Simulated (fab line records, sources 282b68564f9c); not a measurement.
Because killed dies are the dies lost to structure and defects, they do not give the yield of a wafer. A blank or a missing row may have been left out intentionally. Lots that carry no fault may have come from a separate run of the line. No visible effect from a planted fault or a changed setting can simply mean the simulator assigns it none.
2 desks, one fault | flow rit-cmos | what lay behind the numbers comes last; until then each desk has only its own

## THE TOOL OWNER'S DESK: implanter-03
For each lot that ran on this tool, the mean over its sampled wafers that have a number, from the tool's own readings at RIT_NWELL_IMPLANT_08. If a lot's mean is further than 4 standard deviations from the usual mean, the lot is out of limits and carries the mark OUT (the distance appears in the brackets).
Columns: A = beam-energy-keV at RIT_NWELL_IMPLANT_08, usual 170.00; B = tilt-deg at RIT_NWELL_IMPLANT_08, usual 6.998 degrees
lot  | first seen here | A                        | B
L842 | day 3 17:40     | 169.97                   | 6.981
L843 | day 3 22:46     | 170.01                   | 7.002
L846 | day 4 14:09     | 170.01                   | 6.997
L849 | day 5 04:47     | 214.14 (+99 or more) OUT | 7.020
L850 | day 5 10:56     | 214.18 (+99 or more) OUT | 6.985
L853 | day 6 01:01     | 214.21 (+99 or more) OUT | 7.004
Finding of this desk: L849, L850, L853 out of limits; the first was L849 at day 5 04:47, on beam-energy-keV at RIT_NWELL_IMPLANT_08. In limits: L842, L843, L846.

## FROM THE METROLOGY DESK
Means of the sampled wafers that have a number, per lot and without regard to the tool the lot ran on: this is what the gauges read. If a lot's mean is further than 4 standard deviations from the usual mean, the lot is out of limits and carries the mark OUT (the distance appears in the brackets).
Columns: A = NWELL_TW at RIT_NWELL_TW_MEAS_10, usual 2162; B = NWELL_RS at RIT_WELLDRIVE_RS_MEAS_01, usual 275.5 ohm/sq
lot  | first seen here | A               | B
L833 | day 1 21:58     | 2171            | 275.5
L834 | day 2 07:09     | 2164            | 275.3
L835 | day 2 09:16     | 2159            | 276.2
L836 | day 2 11:56     | 2169            | 275.8
L837 | day 2 17:55     | 2180            | 274.4
L838 | day 2 21:52     | 2167            | 276.0
L840 | day 3 08:23     | 2151            | 276.0
L841 | day 3 13:57     | 2174            | 274.9
L842 | day 3 18:00     | 2178            | 274.2
L843 | day 3 23:05     | 2174            | 275.5
L844 | day 4 06:21     | 2148            | 275.6
L846 | day 4 14:28     | 2139            | 275.6
L849 | day 5 05:07     | 2258 (+8.7) OUT | 272.6
L850 | day 5 11:16     | 2256 (+8.5) OUT | 273.0
L853 | day 6 01:19     | 2262 (+9.1) OUT | 273.6
Per this desk, out of limits: L849, L850, L853; the first was L849, day 5 05:07 (NWELL_TW at RIT_NWELL_TW_MEAS_10). In limits: L833, L834, L835, L836, L837, L838, L840, L841, L842, L843, L844, L846.

## ALL TOGETHER
On L849, L850, L853, at day 5 04:47, an alarm was possible from the tool owner's desk.
On L849, L850, L853, the metrology desk was in a position to raise an alarm at day 5 05:07.
The lots listed all ran RIT_NWELL_IMPLANT_08 on implanter-03.

## WHAT WAS PUT IN BY THE SIMULATOR
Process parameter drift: implanter-03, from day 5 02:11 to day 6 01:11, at RIT_NWELL_IMPLANT_08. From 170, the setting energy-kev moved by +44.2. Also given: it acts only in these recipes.
Lots struck among those shown: L849, L850, L853.
Delay (hours) between the fault's onset and each desk's first out-of-limits reading: 3 at the tool owner's desk, 3 at the metrology desk.
